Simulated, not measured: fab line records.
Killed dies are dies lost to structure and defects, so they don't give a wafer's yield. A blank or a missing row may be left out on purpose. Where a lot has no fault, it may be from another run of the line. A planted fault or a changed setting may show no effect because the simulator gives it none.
What tool caused it? ; flow berkeley cmos170 ; 14 lots, 42 wafers sampled, at 5 steps of a route of 331

== WHAT THE GAUGES READ, wafer by wafer ==
UCB170_NWELL_THK_MEAS_05. Usual: NWELL_NITRIDE_THK 224.7 nm, standard deviation 2.1.
lot;measured;on;NWELL_NITRIDE_THK (nm);flag
L241;day 2 13:35;film metro-04;218.8 220.4 220.8;
L242;day 2 13:37;film metro-01;223.5 225.9 224.9;
L243;day 3 00:11;film metro-03;225.5 226.4 225.7;
L245;day 3 13:13;film metro-04;228.9 226.2 227.9;
L250;day 4 08:48;film metro-04;342.2 340.0 340.6 342.5 339.7 340.6;OFF
L251;day 4 17:41;film metro-03;225.0 224.2 221.4;
L253;day 5 03:22;film metro-03;342.5 343.6 343.6 342.5 343.5 343.2;OFF
L254;day 5 11:10;film metro-03;224.8 224.8 223.5;
L257;day 6 00:02;film metro-04;224.9 226.2 225.7;
L258;day 6 00:05;film metro-03;226.3 226.8 225.9;
L259;day 6 09:59;film metro-04;225.5 224.9 225.0;
L260;day 6 09:58;film metro-03;226.0 225.7 225.4;
L262;day 6 23:56;film metro-03;226.8 224.5 226.7;
L263;day 6 23:57;film metro-04;229.4 228.3 229.9;

UCB170_NWELL_OVL_MEAS_12. Usual: NWELL_OVL 0 nm, standard deviation 6.6.
lot;measured;on;NWELL_OVL (nm);flag
L241;day 2 14:48;overlay-02;-4 -7 -7;
L242;day 2 15:05;overlay-01;9 14 4;
L243;day 3 01:46;overlay-01;1 -1 -1;
L245;day 3 14:24;overlay-02;2 -1 -5;
L251;day 4 18:49;overlay-02;4 2 -2;
L254;day 5 12:06;overlay-02;-10 10 2;
L257;day 6 01:16;overlay-02;5 4 -9;
L258;day 6 01:33;overlay-02;-6 6 0;
L259;day 6 11:26;overlay-01;0 2 -4;
L260;day 6 11:07;overlay-02;-6 -12 -8;
L262;day 7 01:05;overlay-02;-1 1 9;
L263;day 7 01:28;overlay-02;14 0 2;

UCB170_PWELL_THK_MEAS_06. Usual: PWELL_NITRIDE_THK 220.2 nm, standard deviation 1.6.
lot;measured;on;PWELL_NITRIDE_THK (nm);flag
L241;day 3 14:40;film metro-01;220.2 219.9 219.2;
L242;day 3 14:41;film metro-02;219.1 221.0 219.3;
L243;day 3 22:41;film metro-01;219.7 219.6 220.6;
L245;day 4 04:56;film metro-02;220.6 219.3 220.6;
L251;day 5 18:00;film metro-02;221.2 219.8 219.1;
L254;day 6 08:02;film metro-02;221.9 220.9 222.8;
L257;day 6 14:40;film metro-03;219.3 219.5 219.7;
L258;day 6 14:40;film metro-02;218.8 220.0 220.2;
L259;day 7 12:04;film metro-01;218.8 219.6 220.4;
L260;day 7 12:02;film metro-02;220.8 222.2 222.2;
L262;day 7 16:58;film metro-02;218.7 218.9 220.4;
L263;day 7 16:59;film metro-03;220.7 222.3 223.4;

UCB170_SACOX_THK_MEAS_02. Usual: SACOX_OXIDE_THK 14.40 nm, standard deviation 0.29.
lot;measured;on;SACOX_OXIDE_THK (nm);flag
L241;day 6 07:18;film metro-04;14.11 13.92 13.86;
L242;day 6 07:19;film metro-03;14.17 14.25 14.28;
L243;day 6 07:19;film metro-02;13.86 14.18 14.19;
L245;day 6 18:39;film metro-04;14.37 14.34 14.16;
L251;day 8 01:38;film metro-04;14.13 14.33 14.20;
L254;day 8 14:59;film metro-02;14.61 14.83 15.02;
L257;day 9 02:46;film metro-03;14.11 14.14 13.82;
L258;day 9 02:46;film metro-04;14.35 14.04 13.79;
L259;day 10 00:52;film metro-03;14.44 14.21 14.69;
L260;day 10 00:36;film metro-03;14.69 14.72 14.48;
L262;day 10 00:47;film metro-03;14.23 14.36 14.39;
L263;day 10 00:44;film metro-03;14.65 14.46 14.51;

== WHICH TOOL RAN EACH LOT (tool, then ch and the chambers of the sampled wafers, then the start) ==
lot;UCB170_NWELL_CVD_04
L241;lpcvd-02 ch 0, day 2 11:40
L242;lpcvd-02 ch 1, day 2 11:40
L243;lpcvd-01 ch 0, day 2 22:13
L245;lpcvd-01 ch 0, day 3 11:17
L250;lpcvd-02 ch 1, day 4 06:52
L251;lpcvd-01 ch 1, day 4 15:44
L253;lpcvd-02 ch 1, day 5 01:26
L254;lpcvd-02 ch 0, day 5 09:13
L257;lpcvd-01 ch 1, day 5 21:07
L258;lpcvd-01 ch 1, day 5 21:07
L259;lpcvd-01 ch 0, day 6 08:01
L260;lpcvd-01 ch 0, day 6 08:01
L262;lpcvd-01 ch 0, day 6 22:00
L263;lpcvd-01 ch 1, day 6 22:00
- UCB170_NWELL_CVD_04: deposits Si3N4 from SiH2Cl2/NH3, target thk 224 nm, time 3360 s.

== WHAT THE TOOLS THEMSELVES READ (means of the sampled wafers that have a number; where no wafer has one, the mark that the record gives instead) ==
UCB170_NWELL_CVD_04. Usual: spike tc source C 822.3 C, standard deviation 1.5; susceptor temp C 799.9 C, standard deviation 0.33.
lot;tool;spike tc source C (C);susceptor temp C (C);flag
L241;lpcvd-02;823.8;800.1;
L242;lpcvd-02;821.3;799.8;
L243;lpcvd-01;822.1;799.8;
L245;lpcvd-01;821.2;799.7;
L250;lpcvd-02;821.6;799.5;
L251;lpcvd-01;821.2;800.1;
L253;lpcvd-02;821.3;799.6;
L254;lpcvd-02;823.6;800.1;
L257;lpcvd-01;821.7;800.0;
L258;lpcvd-01;822.2;800.0;
L259;lpcvd-01;820.8;800.0;
L260;lpcvd-01;821.9;800.1;
L262;lpcvd-01;821.5;800.5;
L263;lpcvd-01;821.8;800.0;

== THE ANSWER, worked out from the rows above alone ==
Rule: lot off if the mean of its wafers having a number is beyond 3 standard deviations from the usual mean. Also off: a lot with no number at a reading for which 4 or more lots have one. Any other lot the step has rows for is counted as sound. The gauges are gone through in route order, then the tools' own readings, and for those a lot's mean is taken as printed above. At the first step where some lot is off, the reading lying furthest off is the one used; lots without a number count as furthest.
Off: at UCB170_NWELL_THK_MEAS_05 (NWELL_NITRIDE_THK), L250, L253.
If a tool, at a process step before that reading, ran all the lots that are off and no sound lot after the first of them, it fits. Those tools and the gauges at UCB170_NWELL_THK_MEAS_05 are tried in the same way. Of those tried, none fits.

== WHAT HAD BEEN PUT IN BY THE SIMULATOR ==
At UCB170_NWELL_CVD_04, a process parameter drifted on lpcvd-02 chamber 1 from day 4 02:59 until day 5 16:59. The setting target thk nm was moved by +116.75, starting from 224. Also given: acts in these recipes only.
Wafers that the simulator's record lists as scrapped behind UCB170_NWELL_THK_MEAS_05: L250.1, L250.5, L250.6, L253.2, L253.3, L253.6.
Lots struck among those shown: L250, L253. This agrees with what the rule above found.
